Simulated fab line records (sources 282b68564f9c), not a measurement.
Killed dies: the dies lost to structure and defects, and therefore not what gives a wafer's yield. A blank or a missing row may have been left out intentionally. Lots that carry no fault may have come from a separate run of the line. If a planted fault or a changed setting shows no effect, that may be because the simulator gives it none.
fab line records + flow rit-cmos
record
- lots=6
- wafers=18
- last-day=7
route steps=202 shown SILICIDE@167 CONTACT@168 M1@202
lots untouched by any fault: they come from a run of this same line in which no faults occurred
start-h: the number of hours between the record's first day and the start of the first shown wafer of the lot + wait-h: how many hours have passed since the lot's step before this one + " same as the row above + L1.1+2: one row covering several wafers at once + - no value, or no start was given + * or withheld: withheld + < > ~ a bound
route shown NAME@n: NAME is a module with steps in the file, n the number in the route of the first one + usual: mean/standard deviation of fault-free wafers + same: alike in all rows + chamber/n: place in a boat + sites: per-site readings + _std_site: their standard deviation + _edge_site: the outer-site mean with the inner-site mean subtracted + radius-mm: how far each site lies from the wafer's centre + mask NAME#n: copy n + behind: the tool/chamber that last shaped the wafer + hold: why the lot went on hold/how many hours it stayed there/how the hold came to an end + device: names the non-switching transistor (n, p or np) + end of line: tests run on the same wafers once the route is complete + where a step has no rows: the recipe by itself + killed: dies lost to structure and defects at the first sort, not the wafer's yield + map: a wafer's dies, x killed, . not, _ none there
set.NAME: the setting as run; set.NAME@STEP: as run at that earlier step + model.NAME: the simulator's own value behind a step, which no gauge read
lots at some steps of the route; a table a step, a row a wafer
services: the hour from which a tool's chamber was out of use, counted from the record's first day as start-h (under 0 if before that day), plus the number of hours and why
## steps
# step RIT_SILICIDE_RTA_06
# recipe
- temp-c=750
- time-s=10
- idle-temp-c=25
- ramp-up-s=5
- ramp-down-s=10
- cool-to-c=25
- ambient=N2
# usual
- wafer_temp_C_max=752.7/0.71
| lot.wafer | tool          | chamber | start-h | wait-h | wafer_temp_C_max |
|-----------|---------------|---------|---------|--------|------------------|
| L682.3    | rtp-anneal-01 | 0       | 59.96   | 0.0    | 752.5            |
| L682.4    | "             | 0       | "       | "      | 754.1            |
| L682.6    | "             | 0       | "       | "      | 752.5            |
| L696.1    | rtp-anneal-01 | 0       | 130.99  | 0.0    | 752.5            |
| L696.2    | "             | 0       | "       | "      | 753.2            |
| L696.6    | "             | 0       | "       | "      | 752.6            |
| L697.1    | rtp-anneal-02 | 0       | 136.71  | 0.0    | 752.6            |
| L697.4    | "             | 0       | "       | "      | 752.0            |
| L697.5    | "             | 0       | "       | "      | 752.3            |
| L698.1    | rtp-anneal-01 | 0       | 141.88  | 0.0    | 752.6            |
| L698.3    | "             | 0       | "       | "      | 752.8            |
| L698.4    | "             | 0       | "       | "      | 752.7            |
| L701.2    | rtp-anneal-02 | 0       | 157.93  | 0.0    | 751.6            |
| L701.4    | "             | 0       | "       | "      | 752.1            |
| L701.6    | "             | 0       | "       | "      | 751.7            |
| L702.2    | rtp-anneal-01 | 0       | 163.02  | 0.0    | 754.1            |
| L702.3    | "             | 0       | "       | "      | 753.4            |
| L702.6    | "             | 0       | "       | "      | 753.7            |
# step RIT_CONTACT_CVD_00
# recipe
- material=SiO2
- target-thk-nm=400
- precursor=TEOS
- temp-c=390
- time-s=61
- rf-w=400
# usual
- heater-power-w=345/53
| lot.wafer | tool     | chamber | start-h | wait-h | heater-power-w |
|-----------|----------|---------|---------|--------|----------------|
| L682.3    | pecvd-01 | 1       | 60.01   | 0.0    | 275            |
| L682.4    | "        | 1       | "       | "      | 290            |
| L682.6    | "        | 2       | "       | "      | 338            |
| L696.1    | pecvd-03 | 1       | 131.06  | 0.1    | 349            |
| L696.2    | "        | 2       | "       | "      | 408            |
| L696.6    | "        | 0       | "       | "      | 300            |
| L697.1    | pecvd-01 | 0       | 136.78  | 0.1    | 322            |
| L697.4    | "        | 0       | "       | "      | 336            |
| L697.5    | "        | 1       | "       | "      | 294            |
| L698.1    | pecvd-04 | 1       | 141.95  | 0.1    | 362            |
| L698.3    | "        | 0       | "       | "      | 366            |
| L698.4    | "        | 0       | "       | "      | 372            |
| L701.2    | pecvd-03 | 2       | 158.04  | 0.1    | 420            |
| L701.4    | "        | 1       | "       | "      | 355            |
| L701.6    | "        | 2       | "       | "      | 449            |
| L702.2    | pecvd-01 | 1       | 163.07  | 0.0    | 334            |
| L702.3    | "        | 2       | "       | "      | 365            |
| L702.6    | "        | 2       | "       | "      | 283            |
# step RIT_CONTACT_THK_MEAS_01
# recipe
- reads=SiO2_of_CONTACT_CVD_00
# usual
- CONTACT_TEOS_THK=401/5.2
| lot.wafer | tool          | chamber | start-h | wait-h | CONTACT_TEOS_THK[nm] |
|-----------|---------------|---------|---------|--------|----------------------|
| L682.3    | film-metro-01 | -       | 60.08   | 0.0    | 397                  |
| L682.4    | "             | -       | "       | "      | 406                  |
| L682.6    | "             | -       | "       | "      | 405                  |
| L696.1    | film-metro-03 | -       | 131.11  | 0.0    | 394                  |
| L696.2    | "             | -       | "       | "      | 397                  |
| L696.6    | "             | -       | "       | "      | 408                  |
| L697.1    | film-metro-01 | -       | 136.83  | 0.0    | 395                  |
| L697.4    | "             | -       | "       | "      | 403                  |
| L697.5    | "             | -       | "       | "      | 402                  |
| L698.1    | film-metro-04 | -       | 142.00  | 0.0    | 400                  |
| L698.3    | "             | -       | "       | "      | 398                  |
| L698.4    | "             | -       | "       | "      | 403                  |
| L701.2    | film-metro-01 | -       | 158.13  | 0.1    | 393                  |
| L701.4    | "             | -       | "       | "      | 400                  |
| L701.6    | "             | -       | "       | "      | 403                  |
| L702.2    | film-metro-01 | -       | 163.14  | 0.0    | 392                  |
| L702.3    | "             | -       | "       | "      | 399                  |
| L702.6    | "             | -       | "       | "      | 401                  |
# step RIT_CONTACT_HMDS_02
# recipe
- prime-time-s=60
- prime-temp-c=140
# step RIT_CONTACT_COAT_03
# recipe
- resist=NOVOLAK
- spin-rpm=3250
- resist-thk-nm=1000
# step RIT_CONTACT_SOFTBAKE_04
# recipe
- resist=NOVOLAK
- temp-c=90
- time-s=60
# step RIT_CONTACT_EXPOSE_05
# recipe
- mask-id=M11
- na=0.6
- source-shape=conventional
- sigma-outer=0.5
- target-cd-nm=1000
- dose-mj=250
# step RIT_CONTACT_PEB_06
# recipe
- resist=NOVOLAK
- temp-c=withheld
- time-s=withheld
# step RIT_CONTACT_DEVELOP_07
# recipe
- resist=NOVOLAK
- develop-time-s=120
- dev-temp-c=23
# step RIT_CONTACT_CD_MEAS_08
# recipe
- target-cd-nm=1000
# usual
- cd-nm=1001.2/2.2
| lot.wafer | tool      | chamber | start-h | wait-h | cd-nm  |
|-----------|-----------|---------|---------|--------|--------|
| L682.3    | cd-sem-01 | -       | 61.35   | -      | 1003.2 |
| L682.4    | "         | -       | "       | "      | 1002.7 |
| L682.6    | "         | -       | "       | "      | 1000.4 |
| L696.1    | cd-sem-02 | -       | 132.29  | -      | 1002.6 |
| L696.2    | "         | -       | "       | "      | 1003.9 |
| L696.6    | "         | -       | "       | "      | 1001.7 |
| L697.1    | cd-sem-02 | -       | 137.85  | -      | 1000.3 |
| L697.4    | "         | -       | "       | "      | 999.6  |
| L697.5    | "         | -       | "       | "      | 999.6  |
| L698.1    | cd-sem-02 | -       | 143.15  | -      | 1001.7 |
| L698.3    | "         | -       | "       | "      | 1000.7 |
| L698.4    | "         | -       | "       | "      | 1000.0 |
| L701.2    | cd-sem-01 | -       | 159.29  | -      | 1000.2 |
| L701.4    | "         | -       | "       | "      | 998.0  |
| L701.6    | "         | -       | "       | "      | 1000.9 |
| L702.2    | cd-sem-01 | -       | 164.29  | -      | 998.1  |
| L702.3    | "         | -       | "       | "      | 999.5  |
| L702.6    | "         | -       | "       | "      | 999.2  |
# step RIT_CONTACT_OVL_MEAS_09
# usual
- CONTACT_OVL=-1.0/1.5
| lot.wafer | tool       | chamber | start-h | wait-h | CONTACT_OVL[nm] |
|-----------|------------|---------|---------|--------|-----------------|
| L682.3    | overlay-01 | -       | 61.44   | 0.1    | -0.5            |
| L682.4    | "          | -       | "       | "      | 0.9             |
| L682.6    | "          | -       | "       | "      | -1.7            |
| L696.1    | overlay-01 | -       | 132.41  | 0.1    | -1.5            |
| L696.2    | "          | -       | "       | "      | -0.1            |
| L696.6    | "          | -       | "       | "      | -2.2            |
| L697.1    | overlay-01 | -       | 137.97  | 0.1    | -1.3            |
| L697.4    | "          | -       | "       | "      | -1.5            |
| L697.5    | "          | -       | "       | "      | -3.3            |
| L698.1    | overlay-02 | -       | 143.27  | 0.1    | 0.1             |
| L698.3    | "          | -       | "       | "      | -2.3            |
| L698.4    | "          | -       | "       | "      | -3.3            |
| L701.2    | overlay-01 | -       | 159.39  | 0.1    | -2.5            |
| L701.4    | "          | -       | "       | "      | -0.8            |
| L701.6    | "          | -       | "       | "      | -3.0            |
| L702.2    | overlay-01 | -       | 164.39  | 0.1    | 0.0             |
| L702.3    | "          | -       | "       | "      | 0.5             |
| L702.6    | "          | -       | "       | "      | -0.6            |
# step RIT_CONTACT_HARDBAKE_10
# recipe
- resist=NOVOLAK
- temp-c=140
- time-s=60
# step RIT_CONTACT_ETCH_11
# recipe
- target-depth-a=4800
- over-etch-frac=0.2
- stop-on=TiSi2
- chemistry=CHF3/CF4/Ar
- target=SiO2
- CHF3_flow_sccm=50
- cf4-flow-sccm=10
- Ar_flow_sccm=100
- O2_flow_sccm=5
- pressure-mtorr=100
- rf-w=200
- time-s=320
# usual
- drypump-motor-current-A=5.7/0.54
- oes-product-au=0.986/0.012
- over-etch-frac=0.2/0
- throttle-valve-pct=8.87/0.14
| lot.wafer | tool        | chamber | start-h | wait-h | drypump-motor-current-A | oes-product-au | over-etch-frac | rf-hours-counter-h | throttle-valve-pct | model.NOVOLAK_of_CONTACT_COAT_03.thk-nm |
|-----------|-------------|---------|---------|--------|-------------------------|----------------|----------------|--------------------|--------------------|-----------------------------------------|
| L682.3    | rie-diel-01 | 2       | 61.62   | 0.1    | 5.0                     | 0.993          | 0.2            | 7                  | 8.90               | 763.4                                   |
| L682.4    | "           | 0       | "       | "      | 5.6                     | 0.974          | 0.2            | -                  | 8.93               | 762.9                                   |
| L682.6    | "           | 2       | "       | "      | 5.0                     | 0.991          | 0.2            | -                  | 8.89               | 764                                     |
| L696.1    | rie-diel-01 | 2       | 132.60  | 0.1    | 5.0                     | 0.987          | 0.38211        | 8                  | 8.90               | 742.6                                   |
| L696.2    | "           | 1       | "       | "      | 5.9                     | 1.002          | 0.2            | 1                  | 8.93               | 760.1                                   |
| L696.6    | "           | 2       | "       | "      | 5.0                     | 0.992          | 0.38211        | -                  | 8.90               | 742.6                                   |
| L697.1    | rie-diel-01 | 2       | 138.16  | 0.1    | 5.0                     | 0.984          | 0.38211        | 8                  | 8.89               | 746.6                                   |
| L697.4    | "           | 1       | "       | "      | 5.9                     | 1.008          | 0.2            | 1                  | 8.94               | 765.3                                   |
| L697.5    | "           | 3       | "       | "      | 6.1                     | 0.987          | 0.2            | -                  | 9.02               | 766.1                                   |
| L698.1    | rie-diel-04 | 3       | 143.46  | 0.1    | 6.8                     | 0.984          | 0.2            | 143                | 8.88               | 770.1                                   |
| L698.3    | "           | 1       | "       | "      | 5.6                     | 0.984          | 0.2            | 124                | 8.83               | 768.8                                   |
| L698.4    | "           | 2       | "       | "      | 4.6                     | 0.970          | 0.2            | 104                | 8.65               | 769.7                                   |
| L701.2    | rie-diel-01 | 1       | 159.57  | 0.1    | 6.0                     | 0.998          | 0.2            | 2                  | 8.92               | 762.8                                   |
| L701.4    | "           | 1       | "       | "      | 6.0                     | 1.004          | 0.2            | -                  | 8.94               | 764.2                                   |
| L701.6    | "           | 3       | "       | "      | 6.2                     | 0.988          | 0.2            | -                  | 9.03               | 762.8                                   |
| L702.2    | rie-diel-04 | 1       | 164.70  | 0.1    | 5.6                     | 0.978          | 0.2            | 124                | 8.83               | 765.4                                   |
| L702.3    | "           | 0       | "       | "      | 5.6                     | 0.981          | 0.2            | 10                 | 9.09               | 766.4                                   |
| L702.6    | "           | 3       | "       | "      | 6.8                     | 0.985          | 0.2            | -                  | 8.88               | 766.6                                   |
# step RIT_CONTACT_STRIP_12
# recipe
- chemistry=O2
- time-s=180
- resist=NOVOLAK
- platen-temp-c=withheld
- power-w=500
- pressure-mtorr=4000
- o2-flow-sccm=4000
# usual
- drypump-motor-current-A=5.7/0.45
| lot.wafer | tool            | chamber | start-h | wait-h | drypump-motor-current-A | rf-hours-counter-h |
|-----------|-----------------|---------|---------|--------|-------------------------|--------------------|
| L682.3    | plasma-asher-02 | 0       | 61.87   | 0.2    | 5.5                     | -                  |
| L682.4    | "               | 1       | "       | "      | 5.5                     | -                  |
| L682.6    | "               | 0       | "       | "      | 5.5                     | -                  |
| L696.1    | plasma-asher-02 | 0       | 132.79  | 0.1    | 5.5                     | 49                 |
| L696.2    | "               | 1       | "       | "      | 5.5                     | 49                 |
| L696.6    | "               | 1       | "       | "      | 5.5                     | -                  |
| L697.1    | plasma-asher-02 | 1       | 138.36  | 0.1    | 5.5                     | 49                 |
| L697.4    | "               | 0       | "       | "      | 5.5                     | -                  |
| L697.5    | "               | 0       | "       | "      | 5.5                     | -                  |
| L698.1    | plasma-asher-01 | 0       | 143.65  | 0.1    | 5.7                     | 35                 |
| L698.3    | "               | 0       | "       | "      | 5.7                     | -                  |
| L698.4    | "               | 1       | "       | "      | 5.1                     | -                  |
| L701.2    | plasma-asher-01 | 0       | 159.77  | 0.1    | 5.6                     | 37                 |
| L701.4    | "               | 1       | "       | "      | 5.1                     | -                  |
| L701.6    | "               | 1       | "       | "      | 5.1                     | -                  |
| L702.2    | plasma-asher-04 | 1       | 164.90  | 0.1    | 6.1                     | 52                 |
| L702.3    | "               | 1       | "       | "      | 6.1                     | -                  |
| L702.6    | "               | 0       | "       | "      | 6.5                     | -                  |
# step RIT_M1_PROBE_99
# usual
- killed-at-front-end=6.7/2.7
- killed-dies=6.7/2.7
- killed-open=3.2/1.8
- killed-short=3.5/1.9
# same
- gross-dies=264
- killed_at_M0_to_M3=0
- killed_at_M4_up=0
- killed-at-back-side=0
- killed-at-contacts=0
- killed-at-other=0
| lot.wafer | tool      | chamber | start-h | wait-h | killed-at-front-end | killed-dies | killed-open | killed-short | model.etest.nmos_0p15.junction-log10-a-um | model.etest.nmos-narrow.off-log10-a-um | model.etest.gate-end-array.leak-log10-a-um | model.etest.nmos_0p3.off-log10-a-um | model.etest.pmos_0p15.junction-log10-a-um | model.etest.antenna-contact.vt-shift-v |
|-----------|-----------|---------|---------|--------|---------------------|-------------|-------------|--------------|-------------------------------------------|----------------------------------------|--------------------------------------------|-------------------------------------|-------------------------------------------|----------------------------------------|
| L682.3    | prober-02 | -       | 66.69   | 0.2    | 6                   | 6           | 3           | 3            | -13.59                                    | -13.11                                 | -12.72                                     | -12.92                              | -13.86                                    | -0.009057                              |
| L682.4    | prober-02 | -       | 66.74   | 0.2    | 5                   | 5           | 1           | 4            | -13.29                                    | -13.21                                 | -13                                        | -13.15                              | -13.85                                    | -0.01328                               |
| L682.6    | prober-02 | -       | 66.84   | 0.2    | 7                   | 7           | 1           | 6            | -13.29                                    | -13.19                                 | -12.96                                     | -13.12                              | -13.85                                    | -0.01076                               |
| L696.1    | prober-01 | -       | 137.57  | 0.1    | 9                   | 9           | 5           | 4            | -12.96                                    | -12.93                                 | -12.61                                     | -12.83                              | -13.62                                    | -0.0258                                |
| L696.2    | prober-01 | -       | 137.62  | 0.1    | 7                   | 7           | 5           | 2            | -13.51                                    | -13.35                                 | -12.84                                     | -13.03                              | -13.7                                     | -0.01191                               |
| L696.6    | prober-01 | -       | 137.82  | 0.2    | 8                   | 8           | 6           | 2            | -13.11                                    | -13.04                                 | -12.8                                      | -12.89                              | -13.66                                    | -0.01849                               |
| L697.1    | prober-02 | -       | 143.15  | 0.1    | 6                   | 6           | 5           | 1            | -12.87                                    | -12.83                                 | -12.54                                     | -12.73                              | -13.57                                    | -0.02487                               |
| L697.4    | prober-02 | -       | 143.30  | 0.2    | 6                   | 6           | 3           | 3            | -13.49                                    | -13.13                                 | -12.93                                     | -13.03                              | -13.94                                    | -0.009694                              |
| L697.5    | prober-02 | -       | 143.35  | 0.2    | 6                   | 6           | 6           | 0            | -13.48                                    | -13.09                                 | -12.61                                     | -12.84                              | -13.69                                    | -0.01237                               |
| L698.1    | prober-01 | -       | 148.33  | 0.1    | 6                   | 6           | 4           | 2            | -13.69                                    | -13.36                                 | -12.87                                     | -13.03                              | -13.85                                    | -0.008847                              |
| L698.3    | prober-01 | -       | 148.43  | 0.2    | 7                   | 7           | 3           | 4            | -13.52                                    | -13.35                                 | -12.97                                     | -13.06                              | -13.86                                    | -0.01359                               |
| L698.4    | prober-01 | -       | 148.48  | 0.2    | 8                   | 8           | 2           | 6            | -13.57                                    | -13.25                                 | -12.76                                     | -12.99                              | -13.74                                    | -0.01032                               |
| L701.2    | prober-02 | -       | 166.19  | 0.1    | 5                   | 5           | 3           | 2            | -13.48                                    | -13.28                                 | -12.86                                     | -13.08                              | -13.76                                    | -0.01071                               |
| L701.4    | prober-02 | -       | 166.29  | 0.2    | 2                   | 2           | 1           | 1            | -13.57                                    | -13.25                                 | -12.86                                     | -13.11                              | -13.57                                    | -0.01267                               |
| L701.6    | prober-02 | -       | 166.39  | 0.2    | 7                   | 7           | 5           | 2            | -13.63                                    | -13.24                                 | -12.84                                     | -13.03                              | -13.75                                    | -0.009459                              |
| L702.2    | prober-01 | -       | 169.62  | 0.1    | 5                   | 5           | 2           | 3            | -13.43                                    | -13.15                                 | -12.81                                     | -13.02                              | -13.7                                     | -0.01328                               |
| L702.3    | prober-01 | -       | 169.67  | 0.2    | 10                  | 10          | 4           | 6            | -13.16                                    | -13.15                                 | -12.82                                     | -12.93                              | -13.8                                     | -0.01394                               |
| L702.6    | prober-01 | -       | 169.82  | 0.2    | 7                   | 7           | 4           | 3            | -13.33                                    | -13.15                                 | -12.81                                     | -13.01                              | -13.81                                    | -0.01228                               |
# killed by level:class
L682.3 GATE:geometric-particle:short=2 GATE:geometric-particle:open=2 REOX:geometric-particle:short=1 SPACER:geometric-particle:open=1
L682.4 GATE:geometric-particle:short=2 FOX2:geometric-particle:short=1 REOX:geometric-particle:short=1 SILICIDE:geometric-particle:open=1
L682.6 GATE:geometric-particle:short=4 SPACER:geometric-particle:short=2 REOX:geometric-particle:open=1
L696.1 GATE:geometric-particle:open=2 FOX1:geometric-particle:open=1 FOX1:geometric-particle:short=1 FOX2:geometric-particle:short=1 GATE:geometric-particle:short=1 SPACER:geometric-particle:open=1 SILICIDE:geometric-particle:open=1 SILICIDE:geometric-particle:short=1
L696.2 SPACER:geometric-particle:open=3 GATE:geometric-particle:short=1 GATE:geometric-particle:open=1 REOX:geometric-particle:open=1 SILICIDE:geometric-particle:short=1
L696.6 SPACER:geometric-particle:open=2 SILICIDE:geometric-particle:short=2 FOX1:geometric-particle:open=1 FOX2:geometric-particle:open=1 GATE:geometric-particle:open=1 REOX:geometric-particle:open=1
L697.1 GATE:geometric-particle:open=4 FOX2:geometric-particle:open=1 SILICIDE:geometric-particle:short=1
L697.4 ACTIVE:geometric-particle:open=1 FOX2:geometric-particle:short=1 GATE:geometric-particle:open=1 REOX:geometric-particle:short=1 SPACER:geometric-particle:open=1 SILICIDE:geometric-particle:short=1
L697.5 REOX:geometric-particle:open=2 FOX2:geometric-particle:open=1 GATE:geometric-particle:open=1 SPACER:geometric-particle:open=1 SILICIDE:geometric-particle:open=1
L698.1 SPACER:geometric-particle:open=2 FOX2:geometric-particle:open=1 GATE:geometric-particle:open=1 GATE:geometric-particle:short=1 SPACER:geometric-particle:short=1
L698.3 SPACER:geometric-particle:short=2 SPACER:geometric-particle:open=2 FOX1:geometric-particle:short=1 GATE:geometric-particle:short=1 REOX:geometric-particle:open=1
L698.4 GATE:geometric-particle:open=2 SPACER:geometric-particle:short=2 FOX2:geometric-particle:short=1 GATE:geometric-particle:short=1 REOX:geometric-particle:short=1 SILICIDE:geometric-particle:short=1
L701.2 FOX1:geometric-particle:open=2 GATE:geometric-particle:short=1 SPACER:geometric-particle:open=1 SILICIDE:geometric-particle:short=1
L701.4 GATE:geometric-particle:short=1 GATE:geometric-particle:open=1
L701.6 SPACER:geometric-particle:open=2 SILICIDE:geometric-particle:open=2 FOX1:geometric-particle:open=1 REOX:geometric-particle:short=1 SPACER:geometric-particle:short=1
L702.2 FOX1:geometric-particle:open=2 FOX1:geometric-particle:short=1 GATE:geometric-particle:short=1 SPACER:geometric-particle:short=1
L702.3 SPACER:geometric-particle:open=3 SPACER:geometric-particle:short=3 GATE:geometric-particle:short=2 FOX1:geometric-particle:open=1 REOX:geometric-particle:short=1
L702.6 FOX1:geometric-particle:open=1 FOX2:geometric-particle:short=1 FOX2:geometric-particle:open=1 GATE:geometric-particle:open=1 GATE:geometric-particle:short=1 REOX:geometric-particle:open=1 SPACER:geometric-particle:short=1
## services
| tool        | chamber | start-h | hours | kind           |
|-------------|---------|---------|-------|----------------|
| rie-diel-01 | 1       | 44.55   | -     | clean          |
| rie-diel-01 | 1       | 44.55   | 21.6  | scheduled-down |
| rie-diel-01 | 1       | 44.55   | 21.6  | vent-cycle     |
| rie-diel-04 | 3       | 67.73   | 3.4   | repair         |
| pecvd-03    | -       | 71.09   | 0.9   | repair         |
| pecvd-01    | -       | 79.68   | 0.9   | repair         |
| rie-diel-01 | -       | 80.61   | 2.8   | pm             |
| rie-diel-01 | 0       | 95.68   | 8.3   | repair         |
| pecvd-01    | 0       | 98.50   | 5.8   | repair         |
| pecvd-04    | -       | 107.51  | 2.8   | pm             |
| rie-diel-01 | 3       | 120.95  | 7.5   | repair         |
| rie-diel-01 | 2       | 139.92  | 24.4  | repair         |
| pecvd-01    | 1       | 149.34  | 5.0   | repair         |
| pecvd-04    | -       | 150.09  | 14.6  | pm             |
| pecvd-03    | 0       | 153.40  | 8.1   | repair         |
## key
first-sign
- step=RIT_CONTACT_ETCH_11
- reading=over-etch-frac
- direction=up
- sigmas=99+
- usual=0.2
- struck=0.38211
effect none on later readings
model-effect
- step=RIT_CONTACT_ETCH_11
- value=NOVOLAK_of_CONTACT_COAT_03.thk-nm
- without=761.5
- struck=743.9
model-effect
- step=RIT_M1_PROBE_99
- value=etest.nmos_0p15.junction-log10-a-um
- without=-13.48
- struck=-12.98
met-at RIT_CONTACT_ETCH_11
struck-wafers L696.1,L696.6,L697.1
tester-left-out L696,L697
loop-trim
- step=RIT_M1_EXPOSE_06
- setting=dose
- lots=L696
onset-between 61.62 132.60
fault
- kind=process-parameter-drift
- tool=rie-diel-01
- chamber=2
- onset-h=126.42
- steps=RIT_CONTACT_ETCH_11
- channel=over-etch-frac
- offset=0.18211
- shape=step
- end-h=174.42
- acts-in=these-recipes-only
- stated=0.2
# tester-left-out: of these lots the tester's yield and bins aren't shown, on N5 and GAA mostly nor the transistor test; their killed dies are dies lost to structure and defects alone, not to doping, threshold or leakage, so they don't give the yield
# loop-trim: a control loop set the setting to another value than it would have without faults
